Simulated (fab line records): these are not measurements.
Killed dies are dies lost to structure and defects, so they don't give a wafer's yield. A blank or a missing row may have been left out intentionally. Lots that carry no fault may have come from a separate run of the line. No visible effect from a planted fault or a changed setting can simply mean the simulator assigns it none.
fab line records + flow ritCmos
[record]
- lots = 6
- wafers = 18
- lastDay = 8
route steps=202 shown PLDD@118 SPACER@125 M1@202
lots untouched by any fault: they come from a run of this same line in which no faults occurred
startH: the number of hours between the record's first day and the start of the first shown wafer of the lot + waitH: time in hours since the lot's previous step + " unchanged from the row above + L1.1+2: a row that stands for several wafers + - no value, or no start was given + * or withheld: withheld + < > ~ a bound
route shown NAME@n: names a module that has steps shown in the file, with the first one's number in the route + usual: mean/standard deviation taken from wafers without a fault + same: alike in all rows + chamber/n: place in a boat + sites: per-site readings + _std_site: standard deviation across them + _edge_site: mean of outer sites minus mean of inner sites + radiusMm: how far each site lies from the wafer's centre + mask NAME#n: copy n + behind: the last tool/chamber to shape the wafer + hold: what put the lot on hold/how long, in hours/how the hold closed + device: transistor that didn't switch, given as n, p or np + end of line: the same wafers' tests at the end of the route + for a step that has no rows: nothing shown but its recipe + killed: not the wafer's yield, but the dies lost to structure and defects at the first sort + map: the dies of a wafer, with x for killed, . for not killed, _ for no die there
set.NAME: the setting as run; set.NAME@STEP: as run at that earlier step + model.NAME: the simulator's own value behind a step, which no gauge read
certain route steps with their lots: each step a table, each wafer a row
services: a tool's chamber out of use, with start hour (startH, from the record's first day; less than 0 if before it), hours out, and reason
[[steps]]
[step RIT_PLDD_PEB_04]
[recipe]
- resist = NOVOLAK
- tempC = withheld
- timeS = withheld
[step RIT_PLDD_DEVELOP_05]
[recipe]
- resist = NOVOLAK
- developTimeS = 50
- devTempC = 23
[step RIT_PLDD_OVL_MEAS_06]
[usual]
- PLDD_OVL = -0.2/1.4
| lot.wafer | tool       | chamber | startH | waitH | PLDD_OVL[nm] |
|-----------|------------|---------|--------|-------|--------------|
| L669.2    | overlay-02 | -       | 58.23  | -     | 0.2          |
| L669.5    | "          | -       | "      | "     | -0.7         |
| L669.6    | "          | -       | "      | "     | -0.4         |
| L684.2    | overlay-01 | -       | 129.88 | -     | 0.1          |
| L684.3    | "          | -       | "      | "     | 0.3          |
| L684.6    | "          | -       | "      | "     | 0.7          |
| L685.1    | overlay-02 | -       | 148.10 | -     | -3.8         |
| L685.4    | "          | -       | "      | "     | -3.8         |
| L685.5    | "          | -       | "      | "     | -4.1         |
| L687.1    | overlay-02 | -       | 154.41 | -     | -0.6         |
| L687.3    | "          | -       | "      | "     | 0.1          |
| L687.4    | "          | -       | "      | "     | -1.0         |
| L689.1    | overlay-01 | -       | 165.20 | -     | -1.9         |
| L689.2    | "          | -       | "      | "     | -0.5         |
| L689.3    | "          | -       | "      | "     | -1.6         |
| L691.1    | overlay-02 | -       | 181.49 | -     | -0.6         |
| L691.4    | "          | -       | "      | "     | -1.2         |
| L691.6    | "          | -       | "      | "     | -1.4         |
[step RIT_PLDD_HARDBAKE_07]
[recipe]
- resist = NOVOLAK
- tempC = 140
- timeS = 60
[step RIT_PLDD_IMPLANT_08]
[recipe]
- species = BF2
- energyKev = 20
- doseCm2 = 9e+14
- tiltDeg = 7
[step RIT_PLDD_STRIP_09]
[recipe]
- chemistry = O2
- timeS = 180
- resist = NOVOLAK
- platenTempC = withheld
- powerW = 500
- pressureMtorr = 4000
- o2FlowSccm = 4000
[usual]
- drypumpMotorCurrentA = 5.7/0.51
[same]
- timeS = 180
| lot.wafer | tool           | chamber | startH | waitH | drypumpMotorCurrentA | rfHoursCounterH |
|-----------|----------------|---------|--------|-------|----------------------|-----------------|
| L669.2    | plasmaAsher-01 | 0       | 58.56  | 0.1   | 5.1                  | 42              |
| L669.5    | "              | 1       | "      | "     | 6.4                  | -               |
| L669.6    | "              | 0       | "      | "     | 5.1                  | -               |
| L684.2    | plasmaAsher-04 | 0       | 130.21 | 0.1   | 5.1                  | 52              |
| L684.3    | "              | 1       | "      | "     | 6.2                  | -               |
| L684.6    | "              | 0       | "      | "     | 5.1                  | -               |
| L685.1    | plasmaAsher-03 | 0       | 148.43 | 0.1   | 6.1                  | 36              |
| L685.4    | "              | 0       | "      | "     | 6.1                  | -               |
| L685.5    | "              | 0       | "      | "     | 6.1                  | -               |
| L687.1    | plasmaAsher-01 | 1       | 154.74 | 0.1   | 6.4                  | 49              |
| L687.3    | "              | 1       | "      | "     | 6.4                  | -               |
| L687.4    | "              | 0       | "      | "     | 5.1                  | -               |
| L689.1    | plasmaAsher-03 | 1       | 165.54 | 0.1   | 5.4                  | 38              |
| L689.2    | "              | 0       | "      | "     | 6.1                  | 38              |
| L689.3    | "              | 1       | "      | "     | 5.4                  | -               |
| L691.1    | plasmaAsher-04 | 0       | 181.90 | 0.1   | 5.1                  | 57              |
| L691.4    | "              | 1       | "      | "     | 6.1                  | -               |
| L691.6    | "              | 1       | "      | "     | 6.2                  | -               |
[step RIT_PLDD_TW_MEAS_10]
[usual]
- PLDD_TW = 2356/20
| lot.wafer | tool         | chamber | startH | waitH | PLDD_TW |
|-----------|--------------|---------|--------|-------|---------|
| L669.2    | filmMetro-03 | -       | 58.74  | 0.1   | 2380    |
| L669.5    | "            | -       | "      | "     | 2388    |
| L669.6    | "            | -       | "      | "     | 2378    |
| L684.2    | filmMetro-02 | -       | 130.39 | 0.1   | 2363    |
| L684.3    | "            | -       | "      | "     | 2370    |
| L684.6    | "            | -       | "      | "     | 2358    |
| L685.1    | filmMetro-02 | -       | 148.61 | 0.1   | 2359    |
| L685.4    | "            | -       | "      | "     | 2344    |
| L685.5    | "            | -       | "      | "     | 2364    |
| L687.1    | filmMetro-01 | -       | 154.92 | 0.1   | 2332    |
| L687.3    | "            | -       | "      | "     | 2341    |
| L687.4    | "            | -       | "      | "     | 2339    |
| L689.1    | filmMetro-03 | -       | 165.71 | 0.1   | 2367    |
| L689.2    | "            | -       | "      | "     | 2379    |
| L689.3    | "            | -       | "      | "     | 2366    |
| L691.1    | filmMetro-03 | -       | 182.07 | 0.1   | 2353    |
| L691.4    | "            | -       | "      | "     | 2358    |
| L691.6    | "            | -       | "      | "     | 2368    |
[step RIT_SPACER_CLEAN_00]
[recipe]
- chemistry = SC1
- mix = 3:3:50
- timeS = 600
- tempC = 75
[step RIT_SPACER_CLEAN_01]
[recipe]
- chemistry = dHF
- dilution = 50:1
- timeS = 29.54
[step RIT_SPACER_CLEAN_02]
[recipe]
- chemistry = SC2
- mix = 3:3:50
- timeS = 600
- tempC = 75
- dry = n2Spin
[step RIT_SPACER_CVD_03]
[recipe]
- material = Si3N4
- targetThkNm = 250
- tempC = 810
- precursor = SiH2Cl2/NH3
- timeS = 3300
- pressureMtorr = 300
- sih2cl2FlowSccm = 60
- nh3FlowSccm = 150
[step RIT_SPACER_THK_MEAS_04]
[recipe]
- reads = Si3N4_of_SPACER_CVD_03
[usual]
- SPACER_NITRIDE_THK = 250.2/2.4
| lot.wafer | tool         | chamber | startH | waitH | SPACER_NITRIDE_THK[nm] |
|-----------|--------------|---------|--------|-------|------------------------|
| L669.2    | filmMetro-04 | -       | 62.06  | 0.0   | 244.8                  |
| L669.5    | "            | -       | "      | "     | 244.7                  |
| L669.6    | "            | -       | "      | "     | 246.0                  |
| L684.2    | filmMetro-02 | -       | 139.12 | 0.0   | 249.5                  |
| L684.3    | "            | -       | "      | "     | 249.8                  |
| L684.6    | "            | -       | "      | "     | 249.7                  |
| L685.1    | filmMetro-03 | -       | 150.95 | 0.0   | 251.3                  |
| L685.4    | "            | -       | "      | "     | 253.1                  |
| L685.5    | "            | -       | "      | "     | 252.9                  |
| L687.1    | filmMetro-03 | -       | 158.61 | 0.0   | 248.6                  |
| L687.3    | "            | -       | "      | "     | 250.8                  |
| L687.4    | "            | -       | "      | "     | 249.6                  |
| L689.1    | filmMetro-03 | -       | 169.03 | 0.0   | 250.7                  |
| L689.2    | "            | -       | "      | "     | 253.7                  |
| L689.3    | "            | -       | "      | "     | 252.4                  |
| L691.1    | filmMetro-03 | -       | 185.62 | 0.0   | 248.6                  |
| L691.4    | "            | -       | "      | "     | 249.8                  |
| L691.6    | "            | -       | "      | "     | 248.6                  |
[step RIT_SPACER_ETCHBACK_05]
[recipe]
- targetDepthA = 2500
- SF6_flow_sccm = 30
- CHF3_flow_sccm = 30
- target = Si3N4
- chemistry = SF6/CHF3
- pressureMtorr = 40
- rfW = 250
- timeS = 240
- stopOn = SiO2
[usual]
- drypumpMotorCurrentA = 5.6/0.49
- oesProductAu = 0.842/0.013
- runLengthS = 268.3/0.36
- throttleValvePct = 10.27/0.11
| lot.wafer | tool       | chamber | startH | waitH | drypumpMotorCurrentA | oesProductAu | rfHoursCounterH | runLengthS | throttleValvePct | model.etch.depthNm | model.poly-Si_of_GATE_CVD_08.thkNm | model.Si3N4_of_SPACER_CVD_03.thkNm |
|-----------|------------|---------|--------|-------|----------------------|--------------|-----------------|------------|------------------|--------------------|------------------------------------|------------------------------------|
| L669.2    | rieDiel-03 | 1       | 62.11  | 0.0   | 5.0                  | 0.827        | 28              | 268.6      | 10.34            | 244.9              | 167.7                              | 190.8                              |
| L669.5    | "          | 2       | "      | "     | 5.2                  | 0.839        | -               | 268.6      | 10.29            | 244.7              | 167.9                              | 190.9                              |
| L669.6    | "          | 3       | "      | "     | 5.2                  | 0.834        | -               | 268.2      | 10.12            | 246                | 166.9                              | 191.5                              |
| L684.2    | rieDiel-01 | 1       | 139.17 | 0.0   | 5.8                  | 0.839        | 149             | 268.2      | 10.43            | 249.6              | 169.8                              | 195.5                              |
| L684.3    | "          | 2       | "      | "     | 5.4                  | 0.849        | 15              | 268.5      | 10.11            | 249.8              | 169.8                              | 196.2                              |
| L684.6    | "          | 1       | "      | "     | 5.7                  | 0.839        | -               | 268.5      | 10.45            | 249.6              | 169.5                              | 195.3                              |
| L685.1    | rieDiel-01 | 0       | 151.01 | 0.1   | 6.2                  | 1.003        | 94              | 172.1      | 10.52            | 185.7              | 195.5                              | 219.1                              |
| L685.4    | "          | 1       | "      | "     | 5.8                  | 0.989        | 149             | 172.1      | 10.49            | 185.5              | 198.7                              | 220.4                              |
| L685.5    | "          | 2       | "      | "     | 5.4                  | 0.998        | -               | 172.1      | 10.16            | 186.4              | 197.3                              | 220.4                              |
| L687.1    | rieDiel-01 | 1       | 158.67 | 0.1   | 5.8                  | 1.002        | 150             | 172.2      | 10.51            | 191                | 191.7                              | 215.7                              |
| L687.3    | "          | 3       | "      | "     | 5.8                  | 1.031        | 3               | 171.8      | 10.27            | 188.7              | 197.2                              | 218.2                              |
| L687.4    | "          | 2       | "      | "     | 5.4                  | 0.992        | 16              | 172.1      | 10.17            | 186.6              | 195.2                              | 217.5                              |
| L689.1    | rieDiel-03 | 1       | 169.09 | 0.1   | 5.0                  | 0.843        | 30              | 268.7      | 10.33            | 250.8              | 168.3                              | 195.6                              |
| L689.2    | "          | 2       | "      | "     | 5.2                  | 0.868        | 6               | 268.4      | 10.29            | 253.7              | 170.2                              | 198.3                              |
| L689.3    | "          | 3       | "      | "     | 5.3                  | 0.837        | 39              | 268.2      | 10.13            | 252.4              | 170                                | 197                                |
| L691.1    | rieDiel-03 | 3       | 185.68 | 0.1   | 5.2                  | 0.842        | 40              | 267.9      | 10.12            | 248.5              | 163                                | 193.8                              |
| L691.4    | "          | 0       | "      | "     | 6.6                  | 0.825        | 85              | 268.4      | 10.14            | 249.6              | 164.9                              | 194.7                              |
| L691.6    | "          | 1       | "      | "     | 5.0                  | 0.836        | -               | 268.5      | 10.34            | 248.6              | 163.1                              | 194.4                              |
[step RIT_M1_PROBE_99]
[usual]
- killedAtContacts = 0.0/0.16
- killedAtFrontEnd = 7/3.1
- killedDies = 7/3.1
- killedOnRim = 1.9/1.4
- killedOpen = 3.6/2.2
- killedShort = 3.4/2.1
[same]
- grossDies = 264
- killed_at_M0_to_M3 = 0
- killed_at_M4_up = 0
- killedAtBackSide = 0
- killedAtOther = 0
| lot.wafer | tool      | chamber | startH | waitH | killedAtContacts | killedAtFrontEnd | killedDies | killedOnRim | killedOpen | killedShort |
|-----------|-----------|---------|--------|-------|------------------|------------------|------------|-------------|------------|-------------|
| L669.2    | prober-01 | -       | 74.10  | 0.1   | 0                | 9                | 9          | 2           | 4          | 5           |
| L669.5    | prober-01 | -       | 74.25  | 0.2   | 0                | 6                | 6          | 0           | 3          | 3           |
| L669.6    | prober-01 | -       | 74.30  | 0.2   | 0                | 2                | 2          | 1           | 1          | 1           |
| L684.2    | prober-01 | -       | 151.87 | 0.1   | 0                | 8                | 8          | 1           | 5          | 3           |
| L684.3    | prober-01 | -       | 151.92 | 0.2   | 0                | 9                | 9          | 5           | 3          | 6           |
| L684.6    | prober-01 | -       | 152.07 | 0.2   | 0                | 4                | 4          | 3           | 2          | 2           |
| L685.1    | prober-02 | -       | 162.24 | 0.1   | 1                | 263              | 264        | 70          | 1          | 3           |
| L685.4    | prober-02 | -       | 162.39 | 0.2   | 0                | 264              | 264        | 70          | 5          | 5           |
| L685.5    | prober-02 | -       | 162.44 | 0.2   | 1                | 263              | 264        | 70          | 12         | 1           |
| L687.1    | prober-01 | -       | 170.01 | 0.1   | 0                | 264              | 264        | 70          | 4          | 5           |
| L687.3    | prober-01 | -       | 170.11 | 0.2   | 0                | 264              | 264        | 70          | 5          | 3           |
| L687.4    | prober-01 | -       | 170.16 | 0.2   | 0                | 264              | 264        | 70          | 6          | 2           |
| L689.1    | prober-01 | -       | 180.13 | 0.1   | 0                | 2                | 2          | 2           | 1          | 1           |
| L689.2    | prober-01 | -       | 180.18 | 0.1   | 0                | 12               | 12         | 4           | 8          | 4           |
| L689.3    | prober-01 | -       | 180.23 | 0.2   | 0                | 6                | 6          | 2           | 3          | 3           |
| L691.1    | prober-01 | -       | 197.28 | 0.1   | 0                | 7                | 7          | 2           | 6          | 1           |
| L691.4    | prober-01 | -       | 197.43 | 0.2   | 0                | 9                | 9          | 3           | 4          | 5           |
| L691.6    | prober-01 | -       | 197.53 | 0.2   | 0                | 8                | 8          | 4           | 3          | 5           |
// killed by level:class
L669.2 REOX:geometricParticle:short=3 GATE:geometricParticle:open=2 REOX:geometricParticle:open=2 SPACER:geometricParticle:short=1 SILICIDE:geometricParticle:short=1
L669.5 REOX:geometricParticle:short=2 FOX1:geometricParticle:short=1 GATE:geometricParticle:open=1 REOX:geometricParticle:open=1 SPACER:geometricParticle:open=1
L669.6 FOX1:geometricParticle:open=1 SILICIDE:geometricParticle:short=1
L684.2 FOX1:geometricParticle:open=3 GATE:geometricParticle:short=2 FOX2:geometricParticle:short=1 GATE:geometricParticle:open=1 SPACER:geometricParticle:open=1
L684.3 SPACER:geometricParticle:short=3 SILICIDE:geometricParticle:open=2 FOX1:geometricParticle:open=1 FOX1:geometricParticle:short=1 REOX:geometricParticle:short=1 SILICIDE:geometricParticle:short=1
L684.6 GATE:geometricParticle:short=1 GATE:geometricParticle:open=1 SILICIDE:geometricParticle:short=1 SILICIDE:geometricParticle:open=1
L685.1 SPACER:areaEtchback=260 GATE:geometricParticle:short=1 SPACER:geometricParticle:open=1 SPACER:geometricParticle:short=1 CONTACT:geometricParticle:short=1
L685.4 SPACER:areaEtchback=253 FOX1:geometricParticle:short=3 GATE:geometricParticle:open=2 SILICIDE:geometricParticle:open=2 GATE:geometricParticle:short=1 SPACER:geometricParticle:open=1 SILICIDE:geometricParticle:short=1 NLDD:coatMicrobubblePrinted=1
L685.5 SPACER:areaEtchback=250 GATE:geometricParticle:open=7 SILICIDE:geometricParticle:open=2 FOX2:geometricParticle:open=1 GATE:geometricParticle:short=1 SPACER:geometricParticle:open=1 CONTACT:geometricParticle:open=1 NLDD:coatMicrobubblePrinted=1
L687.1 SPACER:areaEtchback=255 REOX:geometricParticle:short=4 GATE:geometricParticle:open=3 GATE:geometricParticle:short=1 REOX:geometricParticle:open=1
L687.3 SPACER:areaEtchback=256 GATE:geometricParticle:open=2 SILICIDE:geometricParticle:open=2 FOX1:geometricParticle:short=1 GATE:geometricParticle:short=1 REOX:geometricParticle:open=1 SILICIDE:geometricParticle:short=1
L687.4 SPACER:areaEtchback=256 GATE:geometricParticle:open=4 GATE:geometricParticle:short=1 REOX:geometricParticle:open=1 REOX:geometricParticle:short=1 SILICIDE:geometricParticle:open=1
L689.1 FOX2:geometricParticle:short=1 SPACER:geometricParticle:open=1
L689.2 GATE:geometricParticle:open=4 FOX1:geometricParticle:open=3 GATE:geometricParticle:short=2 SPACER:geometricParticle:short=2 SPACER:geometricParticle:open=1
L689.3 FOX1:geometricParticle:open=2 GATE:geometricParticle:short=1 SPACER:geometricParticle:open=1 SPACER:geometricParticle:short=1 SILICIDE:geometricParticle:short=1
L691.1 GATE:geometricParticle:open=4 REOX:geometricParticle:open=1 SPACER:geometricParticle:open=1 SPACER:geometricParticle:short=1
L691.4 FOX1:geometricParticle:open=3 FOX1:geometricParticle:short=2 REOX:geometricParticle:short=2 GATE:geometricParticle:short=1 GATE:geometricParticle:open=1
L691.6 FOX1:geometricParticle:open=2 GATE:geometricParticle:short=2 REOX:geometricParticle:short=2 GATE:geometricParticle:open=1 SPACER:geometricParticle:short=1
// map L685.1 (x killed, . not)
________xxxxxxx_______
_____xxxxxxxxxxxxx____
____xxxxxxxxxxxxxxx___
___xxxxxxxxxxxxxxxxx__
__xxxxxxxxxxxxxxxxxxx_
__xxxxxxxxxxxxxxxxxxx_
_xxxxxxxxxxxxxxxxxxxxx
_xxxxxxxxxxxxxxxxxxxxx
_xxxxxxxxxxxxxxxxxxxxx
_xxxxxxxxxxxxxxxxxxxxx
__xxxxxxxxxxxxxxxxxxx_
__xxxxxxxxxxxxxxxxxxx_
___xxxxxxxxxxxxxxxxx__
____xxxxxxxxxxxxxxx___
_____xxxxxxxxxxxxx____
________xxxxxxx_______
// map L687.1 (x killed, . not)
________xxxxxxx_______
_____xxxxxxxxxxxxx____
____xxxxxxxxxxxxxxx___
___xxxxxxxxxxxxxxxxx__
__xxxxxxxxxxxxxxxxxxx_
__xxxxxxxxxxxxxxxxxxx_
_xxxxxxxxxxxxxxxxxxxxx
_xxxxxxxxxxxxxxxxxxxxx
_xxxxxxxxxxxxxxxxxxxxx
_xxxxxxxxxxxxxxxxxxxxx
__xxxxxxxxxxxxxxxxxxx_
__xxxxxxxxxxxxxxxxxxx_
___xxxxxxxxxxxxxxxxx__
____xxxxxxxxxxxxxxx___
_____xxxxxxxxxxxxx____
________xxxxxxx_______
[[services]]
| tool           | chamber | startH | hours | kind          |
|----------------|---------|--------|-------|---------------|
| rieDiel-01     | 2       | 37.48  | 6.7   | repair        |
| plasmaAsher-01 | -       | 38.09  | 5.4   | repair        |
| rieDiel-01     | 0       | 64.56  | 14.7  | repair        |
| rieDiel-03     | -       | 86.91  | 0.4   | repair        |
| plasmaAsher-01 | -       | 100.24 | 14.6  | pm            |
| plasmaAsher-03 | -       | 103.58 | 2.8   | pm            |
| rieDiel-01     | 1       | 162.41 | -     | clean         |
| rieDiel-01     | 1       | 162.41 | 14.6  | scheduledDown |
| rieDiel-01     | 1       | 162.41 | 14.6  | ventCycle     |
| rieDiel-03     | 0       | 168.18 | 11.3  | repair        |
| rieDiel-03     | 1       | 171.27 | 6.7   | repair        |
| rieDiel-03     | 3       | 172.16 | 2.5   | repair        |
| rieDiel-01     | 0       | 182.54 | 5.6   | repair        |
[[key]]
[firstSign]
- step = RIT_SPACER_ETCHBACK_05
- reading = runLengthS
- direction = down
- sigmas = 99+
- usual = *
- struck = *
[effect]
- step = RIT_SPACER_ETCHBACK_05
- reading = oesProductAu
- direction = up
- sigmas = 12
- usual = 0.842
- struck = 1.002
[effect]
- step = RIT_M1_PROBE_99
- reading = killedDies
- direction = up
- sigmas = 83
- usual = 7
- struck = 264
[modelEffect]
- step = RIT_SPACER_ETCHBACK_05
- value = etch.depthNm
- without = 251.1
- struck = 187.3
[moreKillsBornAt]
- RIT_SPACER_ETCHBACK_05@rieDiel-01 = 1530
metAt RIT_SPACER_ETCHBACK_05
struckWafers L685.1,L685.4,L685.5,L687.1,L687.3,L687.4
laterRowsLeftOut L685.1,L685.4,L685.5,L687.1,L687.3,L687.4
testerLeftOut L685,L687
onsetBetween 139.17 151.01
[fault]
- kind = processParameterDrift
- tool = rieDiel-01
- chamber = -
- onsetH = 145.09
- steps = RIT_SPACER_ETCHBACK_05
- channel = timeS
- offset = *
- shape = step
- endH = 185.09
- actsIn = *
- stated = *
// testerLeftOut: of these lots the tester's yield and bins aren't shown, on N5 and GAA mostly nor the transistor test; their killed dies are dies lost to structure and defects alone, not to doping, threshold or leakage, so they don't give the yield
// laterRowsLeftOut: the simulator's readings of these wafers behind a module that went badly wrong aren't trusted and aren't shown, but for the sort
